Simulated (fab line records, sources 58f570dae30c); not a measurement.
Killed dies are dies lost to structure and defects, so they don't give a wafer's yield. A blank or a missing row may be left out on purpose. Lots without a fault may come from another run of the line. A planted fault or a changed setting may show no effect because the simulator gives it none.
One fault seen from 2 desks | flow berkeley_cmos170 | each desk has only its own numbers; what lay behind them comes last

THE TOOL OWNER'S DESK: litho_track-02
The tool's own readings at UCB170_M1_COAT_04 (resist thk 900 nm): means of the sampled wafers that have a number, for each lot that ran on this tool. A lot is out of limits, marked OUT, if its mean lies more than 4 standard deviations from the usual mean; the brackets give that distance.
Columns: A = chill_plate_temp_C at UCB170_M1_COAT_04, usual 23.01 C; B = spin_speed_rpm at UCB170_M1_COAT_04, usual 1500.0 rpm
lot  | first seen here | A     | B
L602 | day 9 06:00     | 22.83 | 1498.3
L610 | day 10 13:00    | 23.09 | 1500.0
L609 | day 10 21:00    | 23.05 | 1435.0 (-65) OUT
L614 | day 11 14:00    | 22.95 | 1433.3 (-67) OUT
This desk's finding: out of limits on L609, L614; first on L609, day 10 21:00 (spin_speed_rpm at UCB170_M1_COAT_04). In limits: L602, L610.

THE METROLOGY DESK
What the gauges read, lot by lot, whatever tool the lot ran on: means of the sampled wafers that have a number. A lot is out of limits, marked OUT, if its mean lies more than 4 standard deviations from the usual mean; the brackets give that distance.
Columns: A = cd_nm at UCB170_CONTACT_CD_MEAS_15, usual 699.2 nm; B = CONTACT_OVL at UCB170_CONTACT_OVL_MEAS_16, usual -2 nm; C = cd_nm at UCB170_CONTACT_CD_MEAS_90, usual 699.3 nm; D = M1_AL_RS at UCB170_M1_RS_MEAS_01, usual 0.0486 ohm/sq; E = M1_AL_THK at UCB170_M1_THK_MEAS_02, usual 607 nm; F = cd_nm at UCB170_M1_CD_MEAS_09, usual 700.0 nm; G = M1_OVL at UCB170_M1_OVL_MEAS_10, usual -1 nm
lot  | first seen here | A     | B  | C     | D      | E   | F     | G
L602 | day 9 05:00     | 699.6 | 3  | 700.3 | 0.0482 | 608 | 701.1 | -9
L610 | day 10 12:35    | 700.1 | -1 | 700.5 | 0.0491 | 601 | 699.6 | 6
L609 | day 10 20:33    | 699.7 | -6 | 699.2 | 0.0495 | 595 | 700.7 | -1
L614 | day 11 13:13    | 700.3 | -1 | 700.7 | 0.0479 | 616 | 700.3 | 7
L617 | day 11 18:08    | 700.7 | -1 | 700.4 | 0.0481 | 608 | 697.9 | -3
L618 | day 12 08:52    | 699.8 | 0  | 700.2 | 0.0483 | 608 | 702.7 | -5
This desk's finding: nothing out of limits on any of the 6 lots.

PUT TOGETHER
The tool owner's desk could have raised an alarm at day 10 21:00, on L609, L614.
The metrology desk saw nothing out of limits.
The metrology desk has L609, L614 on record, within its limits.
Of the lots named, all ran UCB170_M1_COAT_04 on litho_track-02.

WHAT THE SIMULATOR HAD PUT IN
Process parameter drift: litho_track-02, from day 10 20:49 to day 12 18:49, at UCB170_M1_COAT_04. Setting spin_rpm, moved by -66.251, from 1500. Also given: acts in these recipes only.
Lots struck among those shown: L609, L614.
Hours from the fault's start to each desk's first reading out of limits: the tool owner's desk, 0.
